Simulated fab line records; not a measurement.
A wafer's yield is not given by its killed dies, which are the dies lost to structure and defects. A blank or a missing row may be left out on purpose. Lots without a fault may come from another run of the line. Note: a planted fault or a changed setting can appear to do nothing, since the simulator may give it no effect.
The tool behind it: which one?    flow berkeley cmos170    Sampling: 14 lots, 42 wafers, 3 of 331 route steps

## WHAT THE GAUGES SHOWED, per wafer
UCB170_M2_RS_MEAS_02: the measuring method here is four-point-probe. Usual: M2_AL_RS gives 0.03237 ohm/sq (standard deviation 0.00029).
lot   measured      on             M2_AL_RS (ohm/sq)        flag
L546  day 8 20:35   film metro-01  0.0322 0.03213 0.03204   
L551  day 9 10:20   film metro-03  0.03252 0.03223 0.03241  
L552  day 9 10:35   film metro-01  0.03223 0.03221 0.03242  
L550  day 9 10:43   film metro-03  0.0323 0.03262 0.03265   
L548  day 9 10:52   film metro-04  0.03249 0.03228 0.03219  
L549  day 9 11:11   film metro-03  0.03236 0.03216 0.03269  
L554  day 10 06:22  film metro-04  0.03191 0.03203 0.03204  
L556  day 11 01:52  film metro-03  0.03228 0.03222 0.03241  
L560  day 11 08:59  film metro-04  0.028 0.02802 0.02786    OFF
L561  day 11 17:11  film metro-03  0.02804 0.02823 0.02817  OFF
L565  day 11 19:24  film metro-04  0.03182 0.03241 0.03236  
L566  day 12 12:55  film metro-04  0.03154 0.03203 0.03212  
L568  day 13 00:48  film metro-01  0.03256 0.03229 0.03232  
L569  day 13 00:54  film metro-04  0.03193 0.03224 0.03269  

UCB170_M2_THK_MEAS_03: measures by xrf. Usual: M2_AL_THK gives 898 nm (standard deviation 8.3).
lot   measured      on             M2_AL_THK (nm)  flag
L546  day 8 20:43   film metro-01  905 908 909     
L551  day 9 10:28   film metro-03  901 910 904     
L552  day 9 10:43   film metro-01  904 906 900     
L550  day 9 10:50   film metro-03  909 901 896     
L548  day 9 10:59   film metro-04  885 893 888     
L549  day 9 11:18   film metro-03  907 914 900     
L554  day 10 06:29  film metro-04  901 900 904     
L556  day 11 01:58  film metro-03  900 901 897     
L560  day 11 09:05  film metro-04  1029 1031 1032  OFF
L561  day 11 17:18  film metro-03  1039 1028 1032  OFF
L565  day 11 19:31  film metro-04  912 894 900     
L566  day 12 13:02  film metro-04  920 904 903     
L568  day 13 00:55  film metro-01  894 903 898     
L569  day 13 01:01  film metro-04  909 897 882     

## TOOL THAT RAN EACH LOT (tool first, then ch and the chambers of the sampled wafers, then the start)
lot   UCB170_M2_SPUTTER_01
L546  pvd sputter-04, day 8 20:31
L551  pvd sputter-03, day 9 10:16
L552  pvd sputter-01, day 9 10:30
L550  pvd sputter-04, day 9 10:38
L548  pvd sputter-03, day 9 10:47
L549  pvd sputter-01, day 9 11:06
L554  pvd sputter-04, day 10 06:16
L556  pvd sputter-03, day 11 01:44
L560  pvd sputter-03, day 11 08:52
L561  pvd sputter-03, day 11 16:49
L565  pvd sputter-04, day 11 19:18
L566  pvd sputter-04, day 12 12:49
L568  pvd sputter-01, day 13 00:42
L569  pvd sputter-04, day 13 00:49
- UCB170_M2_SPUTTER_01: material Al, target thk 900 nm, time 120 s.

## WHAT THE TOOLS THEMSELVES READ (means of the sampled wafers that have a number; where no wafer has one, the mark that the record gives instead)
UCB170_M2_SPUTTER_01. Usual: cathode dc power W 6000.0 W, standard deviation 1; throttle valve pct 30.3 %, standard deviation 1.1.
lot   tool            cathode dc power W (W)  throttle valve pct (%)  flag
L546  pvd sputter-04  5999.7                  30.4                    
L551  pvd sputter-03  6000.3                  29.3                    
L552  pvd sputter-01  5999.7                  30.0                    
L550  pvd sputter-04  5999.0                  29.8                    
L548  pvd sputter-03  5999.6                  30.1                    
L549  pvd sputter-01  6001.0                  30.5                    
L554  pvd sputter-04  6000.3                  30.4                    
L556  pvd sputter-03  6000.5                  30.9                    
L560  pvd sputter-03  5999.4                  29.4                    
L561  pvd sputter-03  5999.1                  31.1                    
L565  pvd sputter-04  6000.3                  29.9                    
L566  pvd sputter-04  5999.2                  29.9                    
L568  pvd sputter-01  5999.8                  30.2                    
L569  pvd sputter-04  6000.2                  30.3                    

## THE ANSWER, worked out from the rows above alone
Rule: a lot counts as off when the mean over its wafers that have a number is more than 3 standard deviations away from the usual mean. A lot without any number at a reading at which 4 lots or more have one is off too. Where the step has rows for the other lots, those lots are counted as sound. The gauges are gone through in route order, then the tools' own readings, and for those a lot's mean is taken as printed above. The first step at which some lot is off is used, and at that step the reading that is off furthest; a lot without a number counts as furthest.
Off: at UCB170_M2_RS_MEAS_02 (M2_AL_RS), L560, L561.
If a tool, at a process step before that reading, ran all the lots that are off and no sound lot after the first of them, it fits. The gauges at UCB170_M2_RS_MEAS_02 are tried like those tools. One candidate fits, namely pvd sputter-03 at UCB170_M2_SPUTTER_01. A fault onset in the window from L556 (day 11 01:44, its last sound lot) to L560 (day 11 08:52, its first lot off) fits.

## WHAT THE SIMULATOR HAD INSERTED
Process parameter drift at UCB170_M2_SPUTTER_01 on pvd sputter-03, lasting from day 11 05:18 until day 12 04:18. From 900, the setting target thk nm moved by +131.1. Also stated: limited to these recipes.
Struck lots among those shown: L560, L561. This agrees with what the rule above found.
